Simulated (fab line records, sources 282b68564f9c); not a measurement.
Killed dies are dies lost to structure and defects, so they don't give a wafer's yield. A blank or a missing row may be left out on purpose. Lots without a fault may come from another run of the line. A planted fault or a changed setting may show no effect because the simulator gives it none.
fab line records | flow rit_cmos | part 1 of 2: steps 1 to 26 of 37
record lots=5 wafers=15 last_day=7
route steps=202 shown SPACER@126 NSD@131 PSD@142 SDANNEAL@153 PLDD@159 NLDD@160 SILICIDE@161
lots that met no fault: from a run of the same line without faults
start_h: hours from the record's first day to the start of the lot's first wafer shown | wait_h: hours since the lot's step before | " the same as in the row above | L1.1+2: a row that stands for several wafers | - no value, or no start given | * or withheld: withheld | < > ~ a bound
route shown NAME@n: a module of which the file shows steps, and the number in the route of the first | usual: mean/standard deviation of fault-free wafers | same: alike in all rows | chamber/n: place in a boat | sites: the reading at each site | _std_site: their standard deviation | _edge_site: outer sites' mean less inner sites' | radius_mm: how far each site lies from the wafer's centre | mask NAME#n: copy n | behind: the tool/chamber that last shaped the wafer | hold: why the lot was held/for how many hours/how that ended | device: the transistor (n, p or np) that didn't switch | end of line: the same wafers' tests at the end of the route | a step without rows: its recipe alone | killed: dies lost to structure and defects at the first sort, not the wafer's yield | map: a wafer's dies, x killed, . not, _ none there
set.NAME: the setting as run; set.NAME@STEP: as run at that earlier step | model.NAME: the simulator's own value behind a step, which no gauge read
lots at some steps of the route; a table a step, a row a wafer
services: from which hour (start_h, from the record's first day; less than 0 if before it) a tool's chamber was out of use, for how many hours, and why
## steps
# step RIT_SPACER_CLEAN_01
# recipe chemistry=dHF dilution=50:1 time_s=30
# columns lot.wafer tool chamber start_h wait_h
L080.1+3+6 wet_bench-04 2 85.11 0.0
L085.1+4+5 wet_bench-04 2 104.54 0.0
L087.2+4+6 wet_bench-03 0 110.26 0.0
L091.3+5+6 wet_bench-03 2 128.35 0.0
L094.3+4+6 wet_bench-03 1 147.45 0.0
# step RIT_SPACER_CLEAN_02
# recipe chemistry=SC2 mix=3:3:50 time_s=600 temp_c=75 dry=n2_spin
# columns lot.wafer tool chamber start_h wait_h
L080.1+3+6 wet_bench-03 3 85.14 0.0
L085.1+4+5 wet_bench-04 3 104.92 0.3
L087.2+4+6 wet_bench-03 0 110.28 0.0
L091.3+5+6 wet_bench-04 0 128.37 0.0
L094.3+4+6 wet_bench-04 3 147.47 0.0
# step RIT_SPACER_CVD_03
# recipe material=Si3N4 target_thk_nm=250 temp_c=810 precursor=SiH2Cl2/NH3 time_s=3300 pressure_mtorr=300 sih2cl2_flow_sccm=60 nh3_flow_sccm=150
# usual zone_power_load_pct=22.0/1.1
# columns lot.wafer tool chamber start_h wait_h zone_power_load_pct
L080.1 lpcvd-02 0 85.32 0.0 21.2
L080.3 " 0 " " 20.4
L080.6 " 0 " " 21.2
L085.1 lpcvd-02 0 105.27 0.0 21.0
L085.4 " 0 " " 21.1
L085.5 " 0 " " 20.9
L087.2 lpcvd-01 1 110.46 0.0 22.9
L087.4 " 1 " " 23.1
L087.6 " 1 " " 23.1
L091.3 lpcvd-01 1 128.54 0.0 23.0
L091.5 " 1 " " 23.1
L091.6 " 1 " " 22.9
L094.3 lpcvd-01 0 147.66 0.0 22.4
L094.4 " 0 " " 23.0
L094.6 " 0 " " 22.8
# step RIT_SPACER_THK_MEAS_04
# recipe reads=Si3N4_of_SPACER_CVD_03
# usual SPACER_NITRIDE_THK=249.9/2.4
# columns lot.wafer tool chamber start_h wait_h SPACER_NITRIDE_THK[nm]
L080.1 film_metro-04 - 87.23 0.0 250.6
L080.3 " - " " 252.6
L080.6 " - " " 252.3
L085.1 film_metro-02 - 107.19 0.0 246.2
L085.4 " - " " 246.3
L085.5 " - " " 246.8
L087.2 film_metro-03 - 112.38 0.0 248.9
L087.4 " - " " 248.4
L087.6 " - " " 249.8
L091.3 film_metro-02 - 130.48 0.0 254.9
L091.5 " - " " 254.1
L091.6 " - " " 254.8
L094.3 film_metro-04 - 149.59 0.0 246.8
L094.4 " - " " 246.7
L094.6 " - " " 246.2
# step RIT_SPACER_ETCHBACK_05
# recipe target_depth_a=2500 SF6_flow_sccm=30 CHF3_flow_sccm=30 target=Si3N4 chemistry=SF6/CHF3 pressure_mtorr=40 rf_w=250 time_s=240 stop_on=SiO2
# usual chamber_pressure_mTorr=40.00/0.037 drypump_motor_current_A=5.6/0.5 oes_product_au=0.851/0.011 throttle_valve_pct=10.29/0.1
# columns lot.wafer tool chamber start_h wait_h chamber_pressure_mTorr drypump_motor_current_A oes_product_au rf_hours_counter_h throttle_valve_pct
L080.1 rie_diel-03 1 87.29 0.1 39.98 6.2 0.839 78 10.20
L080.3 " 0 " " 39.98 5.6 0.870 131 10.44
L080.6 " 3 " " 40.02 4.8 0.854 - 10.33
L085.1 rie_diel-02 0 107.25 0.1 40.01 5.3 0.847 5 10.23
L085.4 " 2 " " 39.93 6.2 0.834 101 10.14
L085.5 " 0 " " 40.00 5.3 0.851 - 10.24
L087.2 rie_diel-02 3 112.43 0.0 39.97 5.0 0.853 119 10.20
L087.4 " 2 " " 39.99 6.2 0.839 102 10.12
L087.6 " 1 " " 40.00 5.8 0.853 - 10.21
L091.3 rie_diel-03 1 130.52 0.0 40.00 6.2 0.860 79 10.22
L091.5 " 2 " " 39.92 5.8 0.868 - 10.42
L091.6 " 3 " " 40.03 4.8 0.861 - 10.31
L094.3 rie_diel-03 1 149.63 0.0 40.01 6.2 0.824 80 10.20
L094.4 " 0 " " 39.98 5.6 0.850 133 10.44
L094.6 " 2 " " 40.05 5.8 0.852 - 10.41
# step RIT_NSD_HMDS_00
# recipe prime_time_s=60 prime_temp_c=140
# usual chill_plate_temp_C=23.01/0.1
# columns lot.wafer tool chamber start_h wait_h chill_plate_temp_C
L080.1 litho_track-01 0 87.54 0.2 22.95
L080.3 " 0 " " 22.79
L080.6 " 0 " " 22.75
L085.1 litho_track-02 0 107.58 0.3 22.99
L085.4 " 0 " " 23.15
L085.5 " 0 " " 22.99
L087.2 litho_track-03 0 112.84 0.3 22.95
L087.4 " 0 " " 22.89
L087.6 " 0 " " 22.97
L091.3 litho_track-02 0 130.72 0.1 23.08
L091.5 " 0 " " 22.92
L091.6 " 0 " " 22.90
L094.3 litho_track-01 0 149.83 0.1 22.86
L094.4 " 0 " " 22.87
L094.6 " 0 " " 23.21
# step RIT_NSD_COAT_01
# recipe resist=NOVOLAK spin_rpm=3250 resist_thk_nm=1000
# usual chill_plate_temp_C=23.01/0.12
# columns lot.wafer tool chamber start_h wait_h chill_plate_temp_C
L080.1 litho_track-01 0 87.69 0.1 23.13
L080.3 " 0 " " 23.01
L080.6 " 0 " " 23.11
L085.1 litho_track-02 0 107.73 0.1 22.94
L085.4 " 0 " " 22.85
L085.5 " 0 " " 23.14
L087.2 litho_track-03 0 112.99 0.1 23.00
L087.4 " 0 " " 23.03
L087.6 " 0 " " 22.83
L091.3 litho_track-02 0 130.87 0.1 23.14
L091.5 " 0 " " 23.14
L091.6 " 0 " " 23.11
L094.3 litho_track-01 0 149.98 0.1 22.97
L094.4 " 0 " " 22.82
L094.6 " 0 " " 22.94
# step RIT_NSD_SOFTBAKE_02
# recipe resist=NOVOLAK temp_c=90 time_s=60
# usual chill_plate_temp_C=23.00/0.09 plate_temp_C=89.96/0.12
# columns lot.wafer tool chamber start_h wait_h chill_plate_temp_C plate_temp_C
L080.1 litho_track-01 0 87.84 0.1 22.88 89.95
L080.3 " 0 " " 22.97 90.17
L080.6 " 0 " " 22.94 90.13
L085.1 litho_track-02 0 107.88 0.1 23.00 89.78
L085.4 " 0 " " 22.92 90.01
L085.5 " 0 " " 22.91 89.75
L087.2 litho_track-03 0 113.14 0.1 22.87 90.02
L087.4 " 0 " " 23.01 89.88
L087.6 " 0 " " 23.05 89.91
L091.3 litho_track-02 0 131.02 0.1 23.07 90.06
L091.5 " 0 " " 23.08 89.91
L091.6 " 0 " " 22.95 90.10
L094.3 litho_track-01 0 150.13 0.1 22.94 89.72
L094.4 " 0 " " 23.12 89.91
L094.6 " 0 " " 22.85 89.73
# step RIT_NSD_EXPOSE_03
# recipe mask_id=M9 na=0.57 target_cd_nm=40700 dose_mj=250
# columns lot.wafer tool chamber start_h wait_h mask
L080.1+3+6 iline_stepper-01 0 87.99 0.1 M9#0
L085.1+4+5 iline_stepper-02 0 108.16 0.2 M9#0
L087.2+4+6 iline_stepper-02 0 113.41 0.2 M9#0
L091.3+5+6 iline_stepper-01 0 131.28 0.2 M9#0
L094.3+4+6 iline_stepper-02 0 150.27 0.1 M9#0
# step RIT_NSD_PEB_04
# recipe resist=NOVOLAK temp_c=withheld time_s=withheld
# usual chill_plate_temp_C=*
# columns lot.wafer tool chamber start_h wait_h chill_plate_temp_C
L080.1 litho_track-03 0 88.11 0.1 *
L080.3 " 0 " " *
L080.6 " 0 " " *
L085.1 litho_track-02 0 108.28 0.1 *
L085.4 " 0 " " *
L085.5 " 0 " " *
L087.2 litho_track-02 0 113.56 0.1 *
L087.4 " 0 " " *
L087.6 " 0 " " *
L091.3 litho_track-02 0 131.41 0.1 *
L091.5 " 0 " " *
L091.6 " 0 " " *
L094.3 litho_track-02 0 150.40 0.1 *
L094.4 " 0 " " *
L094.6 " 0 " " *
# step RIT_NSD_DEVELOP_05
# recipe resist=NOVOLAK develop_time_s=50 dev_temp_c=23
# usual chill_plate_temp_C=23.01/0.096
# columns lot.wafer tool chamber start_h wait_h chill_plate_temp_C
L080.1 litho_track-03 0 - - 22.86
L080.3 " 0 " " 22.97
L080.6 " 0 " " 23.04
L085.1 litho_track-02 0 - - 23.10
L085.4 " 0 " " 22.96
L085.5 " 0 " " 22.98
L087.2 litho_track-02 0 - - 23.11
L087.4 " 0 " " 22.92
L087.6 " 0 " " 23.12
L091.3 litho_track-02 0 - - 23.07
L091.5 " 0 " " 23.07
L091.6 " 0 " " 22.98
L094.3 litho_track-02 0 - - 23.02
L094.4 " 0 " " 23.06
L094.6 " 0 " " 22.91
# step RIT_NSD_OVL_MEAS_06
# usual NSD_OVL=0.2/1.4
# columns lot.wafer tool chamber start_h wait_h NSD_OVL[nm]
L080.1 overlay-01 - 88.39 - 1.6
L080.3 " - " " -0.9
L080.6 " - " " -0.3
L085.1 overlay-01 - 108.56 - -0.7
L085.4 " - " " -0.8
L085.5 " - " " -1.2
L087.2 overlay-02 - 113.83 - -2.0
L087.4 " - " " -2.8
L087.6 " - " " -0.6
L091.3 overlay-01 - 131.66 - -1.9
L091.5 " - " " 0.3
L091.6 " - " " -1.5
L094.3 overlay-02 - 150.65 - -0.1
L094.4 " - " " 0.3
L094.6 " - " " 1.8
# step RIT_NSD_HARDBAKE_07
# recipe resist=NOVOLAK temp_c=140 time_s=60
# usual chill_plate_temp_C=22.98/0.12 plate_temp_C=140.01/0.13
# columns lot.wafer tool chamber start_h wait_h chill_plate_temp_C plate_temp_C
L080.1 litho_track-01 0 88.43 0.0 23.16 139.98
L080.3 " 0 " " 23.05 139.92
L080.6 " 0 " " 23.18 140.02
L085.1 litho_track-03 0 108.59 0.0 22.94 140.02
L085.4 " 0 " " 22.71 140.02
L085.5 " 0 " " 23.04 140.04
L087.2 litho_track-03 0 113.88 0.0 22.77 139.96
L087.4 " 0 " " 22.98 139.94
L087.6 " 0 " " 22.71 139.94
L091.3 litho_track-03 0 131.73 0.1 22.96 140.00
L091.5 " 0 " " 22.92 140.01
L091.6 " 0 " " 22.97 140.05
L094.3 litho_track-02 0 150.72 0.1 22.97 140.04
L094.4 " 0 " " 23.01 139.98
L094.6 " 0 " " 23.01 140.00
# step RIT_NSD_IMPLANT_08
# recipe species=P energy_kev=25 dose_cm2=1e+15 tilt_deg=7
# usual end_station_pressure_torr=7.5e-06/3.8e-07
# columns lot.wafer tool chamber start_h wait_h end_station_pressure_torr
L080.1 implanter-02 0 88.58 0.1 7.8e-06
L080.3 " 0 " " 7.3e-06
L080.6 " 0 " " 7.7e-06
L085.1 implanter-03 0 108.74 0.1 7.5e-06
L085.4 " 0 " " 7.6e-06
L085.5 " 0 " " 7.4e-06
L087.2 implanter-02 0 114.03 0.1 7.8e-06
L087.4 " 0 " " 8.1e-06
L087.6 " 0 " " 7.8e-06
L091.3 implanter-03 0 131.88 0.1 7.1e-06
L091.5 " 0 " " 6.9e-06
L091.6 " 0 " " 7.9e-06
L094.3 implanter-01 0 150.87 0.1 7.6e-06
L094.4 " 0 " " 8.2e-06
L094.6 " 0 " " 7.7e-06
# step RIT_NSD_STRIP_09
# recipe chemistry=O2 time_s=180 resist=NOVOLAK platen_temp_c=withheld power_w=500 pressure_mtorr=4000 o2_flow_sccm=4000
# usual chamber_pressure_mTorr=4000/3.4 drypump_motor_current_A=5.9/0.37
# columns lot.wafer tool chamber start_h wait_h chamber_pressure_mTorr drypump_motor_current_A rf_hours_counter_h
L080.1 plasma_asher-03 0 88.73 0.1 4000 5.7 43
L080.3 " 1 " " 4001 6.0 -
L080.6 " 0 " " 3999 5.7 -
L085.1 plasma_asher-03 1 108.89 0.1 4007 6.0 45
L085.4 " 0 " " 4000 5.6 -
L085.5 " 1 " " 3998 6.0 -
L087.2 plasma_asher-03 1 114.16 0.1 3994 6.0 46
L087.4 " 0 " " 4003 5.7 -
L087.6 " 0 " " 3997 5.7 -
L091.3 plasma_asher-01 0 132.04 0.1 4002 5.6 -
L091.5 " 1 " " 3998 5.7 -
L091.6 " 0 " " 4000 5.6 -
L094.3 plasma_asher-01 0 151.03 0.1 4001 5.6 -
L094.4 " 1 " " 4002 5.7 -
L094.6 " 1 " " 4000 5.7 -
# step RIT_NSD_TW_MEAS_10
# usual NSD_TW=3135/34
# columns lot.wafer tool chamber start_h wait_h NSD_TW
L080.1 film_metro-03 - 88.90 0.1 3164
L080.3 " - " " 3158
L080.6 " - " " 3165
L085.1 film_metro-04 - 109.07 0.1 3131
L085.4 " - " " 3105
L085.5 " - " " 3124
L087.2 film_metro-03 - 114.34 0.1 3188
L087.4 " - " " 3152
L087.6 " - " " 3165
L091.3 film_metro-03 - 132.17 0.1 3157
L091.5 " - " " 3183
L091.6 " - " " 3189
L094.3 film_metro-04 - 151.17 0.1 3117
L094.4 " - " " 3121
L094.6 " - " " 3125
# step RIT_PSD_HMDS_00
# recipe prime_time_s=60 prime_temp_c=140
# usual chill_plate_temp_C=22.97/0.097
# columns lot.wafer tool chamber start_h wait_h chill_plate_temp_C
L080.1 litho_track-02 0 88.96 0.1 23.10
L080.3 " 0 " " 22.98
L080.6 " 0 " " 22.89
L085.1 litho_track-02 0 109.13 0.1 22.88
L085.4 " 0 " " 23.08
L085.5 " 0 " " 23.04
L087.2 litho_track-02 0 114.42 0.1 22.96
L087.4 " 0 " " 23.09
L087.6 " 0 " " 22.97
L091.3 litho_track-02 0 132.26 0.1 22.89
L091.5 " 0 " " 22.99
L091.6 " 0 " " 22.98
L094.3 litho_track-03 0 151.26 0.1 23.00
L094.4 " 0 " " 22.97
L094.6 " 0 " " 22.93
# step RIT_PSD_COAT_01
# recipe resist=NOVOLAK spin_rpm=3250 resist_thk_nm=1000
# usual chill_plate_temp_C=23.00/0.099
# columns lot.wafer tool chamber start_h wait_h chill_plate_temp_C
L080.1 litho_track-02 0 89.11 0.1 23.04
L080.3 " 0 " " 22.92
L080.6 " 0 " " 23.00
L085.1 litho_track-02 0 109.28 0.1 23.03
L085.4 " 0 " " 22.97
L085.5 " 0 " " 23.08
L087.2 litho_track-02 0 114.57 0.1 23.02
L087.4 " 0 " " 23.05
L087.6 " 0 " " 23.11
L091.3 litho_track-02 0 132.41 0.1 22.98
L091.5 " 0 " " 22.98
L091.6 " 0 " " 22.99
L094.3 litho_track-03 0 151.41 0.1 23.02
L094.4 " 0 " " 23.01
L094.6 " 0 " " 23.17
# step RIT_PSD_SOFTBAKE_02
# recipe resist=NOVOLAK temp_c=90 time_s=60
# usual chill_plate_temp_C=23.00/0.12 plate_temp_C=90.00/0.14
# columns lot.wafer tool chamber start_h wait_h chill_plate_temp_C plate_temp_C
L080.1 litho_track-02 0 89.26 0.1 22.92 89.79
L080.3 " 0 " " 22.90 89.86
L080.6 " 0 " " 22.95 89.78
L085.1 litho_track-02 0 109.43 0.1 22.97 89.91
L085.4 " 0 " " 23.02 90.04
L085.5 " 0 " " 22.97 89.88
L087.2 litho_track-02 0 114.72 0.1 23.06 90.17
L087.4 " 0 " " 23.03 90.29
L087.6 " 0 " " 23.08 90.11
L091.3 litho_track-02 0 132.56 0.1 22.85 90.09
L091.5 " 0 " " 22.85 89.98
L091.6 " 0 " " 22.99 90.12
L094.3 litho_track-03 0 151.56 0.1 22.96 89.91
L094.4 " 0 " " 22.86 89.90
L094.6 " 0 " " 22.79 89.93
# step RIT_PSD_EXPOSE_03
# recipe mask_id=M10 na=0.57 target_cd_nm=40900 dose_mj=250
# columns lot.wafer tool chamber start_h wait_h mask
L080.1+3+6 iline_stepper-01 0 89.41 0.1 M10#0
L085.1+4+5 iline_stepper-01 0 109.58 0.1 M10#0
L087.2+4+6 iline_stepper-02 0 114.86 0.1 M10#0
L091.3+5+6 iline_stepper-01 0 132.83 0.2 M10#0
L094.3+4+6 iline_stepper-01 0 151.69 0.1 M10#0
# step RIT_PSD_PEB_04
# recipe resist=NOVOLAK temp_c=withheld time_s=withheld
# usual chill_plate_temp_C=*
# columns lot.wafer tool chamber start_h wait_h chill_plate_temp_C
L080.1 litho_track-02 0 89.53 0.1 *
L080.3 " 0 " " *
L080.6 " 0 " " *
L085.1 litho_track-02 0 109.70 0.1 *
L085.4 " 0 " " *
L085.5 " 0 " " *
L087.2 litho_track-02 0 114.98 0.1 *
L087.4 " 0 " " *
L087.6 " 0 " " *
L091.3 litho_track-02 0 132.96 0.1 *
L091.5 " 0 " " *
L091.6 " 0 " " *
L094.3 litho_track-03 0 151.82 0.1 *
L094.4 " 0 " " *
L094.6 " 0 " " *
# step RIT_PSD_DEVELOP_05
# recipe resist=NOVOLAK develop_time_s=50 dev_temp_c=23
# usual chill_plate_temp_C=22.97/0.11
# columns lot.wafer tool chamber start_h wait_h chill_plate_temp_C
L080.1 litho_track-02 0 - - 23.18
L080.3 " 0 " " 22.96
L080.6 " 0 " " 23.00
L085.1 litho_track-02 0 - - 23.14
L085.4 " 0 " " 23.04
L085.5 " 0 " " 23.23
L087.2 litho_track-02 0 - - 22.96
L087.4 " 0 " " 23.25
L087.6 " 0 " " 23.13
L091.3 litho_track-02 0 - - 22.99
L091.5 " 0 " " 22.93
L091.6 " 0 " " 22.97
L094.3 litho_track-03 0 - - 23.18
L094.4 " 0 " " 23.05
L094.6 " 0 " " 23.02
# step RIT_PSD_OVL_MEAS_06
# usual PSD_OVL=-0.9/1.2
# columns lot.wafer tool chamber start_h wait_h PSD_OVL[nm]
L080.1 overlay-02 - 89.81 - 0.2
L080.3 " - " " 1.2
L080.6 " - " " 0.9
L085.1 overlay-01 - 109.98 - -1.6
L085.4 " - " " -0.5
L085.5 " - " " -3.1
L087.2 overlay-01 - 115.25 - -1.9
L087.4 " - " " -1.7
L087.6 " - " " -0.8
L091.3 overlay-01 - 133.20 - 1.2
L091.5 " - " " -1.0
L091.6 " - " " -1.3
L094.3 overlay-01 - 152.07 - -0.7
L094.4 " - " " -3.1
L094.6 " - " " -2.2
# step RIT_PSD_HARDBAKE_07
# recipe resist=NOVOLAK temp_c=140 time_s=60
# usual chill_plate_temp_C=23.02/0.11 plate_temp_C=139.99/0.13
# columns lot.wafer tool chamber start_h wait_h chill_plate_temp_C plate_temp_C
L080.1 litho_track-03 0 89.85 0.0 23.05 139.94
L080.3 " 0 " " 22.96 139.89
L080.6 " 0 " " 23.03 139.91
L085.1 litho_track-04 0 110.02 0.0 22.90 140.03
L085.4 " 0 " " 22.91 139.78
L085.5 " 0 " " 23.14 140.14
L087.2 litho_track-03 0 115.30 0.0 23.04 140.19
L087.4 " 0 " " 22.97 139.96
L087.6 " 0 " " 23.04 140.01
L091.3 litho_track-02 0 133.28 0.1 23.13 139.94
L091.5 " 0 " " 23.16 139.86
L091.6 " 0 " " 22.99 139.91
L094.3 litho_track-02 0 152.14 0.1 22.89 140.00
L094.4 " 0 " " 23.00 139.75
L094.6 " 0 " " 23.04 140.14
# step RIT_PSD_IMPLANT_08
# recipe species=BF2 energy_kev=27 dose_cm2=5e+15 tilt_deg=7
# usual end_station_pressure_torr=1.36e-05/1e-06
# columns lot.wafer tool chamber start_h wait_h end_station_pressure_torr
L080.1 implanter-04 0 90.00 0.1 1.25e-05
L080.3 " 0 " " 1.39e-05
L080.6 " 0 " " 1.28e-05
L085.1 implanter-02 0 110.17 0.1 1.45e-05
L085.4 " 0 " " 1.36e-05
L085.5 " 0 " " 1.18e-05
L087.2 implanter-02 0 115.45 0.1 1.29e-05
L087.4 " 0 " " 1.32e-05
L087.6 " 0 " " 1.48e-05
L091.3 implanter-02 0 133.43 0.1 1.32e-05
L091.5 " 0 " " 1.36e-05
L091.6 " 0 " " 1.31e-05
L094.3 implanter-02 0 152.29 0.1 1.21e-05
L094.4 " 0 " " 1.24e-05
L094.6 " 0 " " 1.19e-05
# step RIT_PSD_STRIP_09
# recipe chemistry=O2 time_s=180 resist=NOVOLAK platen_temp_c=withheld power_w=500 pressure_mtorr=4000 o2_flow_sccm=4000
# usual chamber_pressure_mTorr=4000/3.6 drypump_motor_current_A=5.81/0.26
# columns lot.wafer tool chamber start_h wait_h chamber_pressure_mTorr drypump_motor_current_A rf_hours_counter_h
L080.1 plasma_asher-02 1 90.15 0.1 3992 5.63 32
L080.3 " 1 " " 3992 5.62 -
L080.6 " 1 " " 3998 5.62 -
L085.1 plasma_asher-03 0 110.32 0.1 4001 5.65 45
L085.4 " 1 " " 4001 5.97 -
L085.5 " 1 " " 3994 5.97 -
L087.2 plasma_asher-02 1 115.58 0.1 3996 5.63 35
L087.4 " 0 " " 4001 6.35 -
L087.6 " 0 " " 3999 6.36 -
L091.3 plasma_asher-01 0 133.58 0.1 3994 5.61 -
L091.5 " 0 " " 4002 5.62 -
L091.6 " 1 " " 3995 5.69 -
L094.3 plasma_asher-01 0 152.45 0.1 3994 5.58 -
L094.4 " 1 " " 3998 5.69 -
L094.6 " 1 " " 4001 5.73 -
